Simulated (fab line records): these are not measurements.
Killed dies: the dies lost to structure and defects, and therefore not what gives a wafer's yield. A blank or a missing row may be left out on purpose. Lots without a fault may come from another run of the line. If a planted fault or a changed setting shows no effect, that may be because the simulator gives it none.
The same fault as seen by 2 desks -- flow rit-cmos -- numbers are kept per desk, each desk with only its own; the story behind them comes last

== FOR THE TOOL OWNER'S DESK: litho-track-02 ==
The tool's own readings at RIT_NSD_SOFTBAKE_02 (time 60 s): means of the sampled wafers that have a number, for each lot that ran on this tool. Marked OUT: a lot whose mean sits more than 4 standard deviations from the usual mean, which makes it out of limits; the brackets give that distance.
Columns: A = exhaust-pa at RIT_NSD_SOFTBAKE_02, usual 45.0 Pa; B = plate-temp-C at RIT_NSD_SOFTBAKE_02, usual 89.99 C; C = run-length-s at RIT_NSD_SOFTBAKE_02, usual 89.12 s
lot,first seen here,A,B,C
L805,day 3 09:43,45.6,89.87,89.24
L808,day 4 01:10,44.8,89.94,89.34
L818,day 6 06:20,44.6,90.04,91.45 (+17) OUT
L819,day 6 10:10,44.8,89.95,91.43 (+16) OUT
This desk's verdict: out of limits on L818, L819, starting with L818 at day 6 06:20 (run-length-s at RIT_NSD_SOFTBAKE_02). L805, L808 stayed within limits.

== AT THE METROLOGY DESK ==
Means of the sampled wafers that have a number, per lot and without regard to the tool the lot ran on: this is what the gauges read. Marked OUT: a lot whose mean sits more than 4 standard deviations from the usual mean, which makes it out of limits; the brackets give that distance.
Columns: A = FOX1_OXIDE_THK at RIT_FOX1_THK_MEAS_01, usual 348 nm; B = cd-nm at RIT_GATE_CD_MEAS_16, usual 150.0 nm
lot,first seen here,A,B
L803,day 1 17:38,340,153.0
L804,day 1 21:49,348,149.3
L805,day 2 04:23,345,147.3
L806,day 2 08:29,353,152.9
L807,day 2 14:40,336,150.3
L808,day 2 18:00,358,149.4
L810,day 3 03:59,348,152.0
L811,day 3 09:35,351,147.5
L814,day 4 01:02,348,147.9
L817,day 4 19:16,349,151.9
L818,day 4 22:14,342,144.6
L819,day 5 01:40,355,151.7
L823,day 5 21:31,335,151.3
L825,day 6 08:11,347,147.4
This desk's verdict: no lot among the 14 shows anything out of limits.

== PUT TOGETHER ==
The tool owner's desk had the chance to raise an alarm at day 6 06:20 on L818, L819.
Nothing out of limits was seen by the metrology desk.
The metrology desk has L818, L819 on record, within its limits.
The lots listed all ran RIT_NSD_SOFTBAKE_02 on litho-track-02.

== WHAT THE SIMULATOR HAD PUT IN ==
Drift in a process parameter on litho-track-02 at RIT_NSD_SOFTBAKE_02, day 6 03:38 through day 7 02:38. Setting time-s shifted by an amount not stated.
Struck lots among those shown: L818, L819.
How many hours passed from the start of the fault until each desk's first out-of-limits reading: the tool owner's desk, 3.
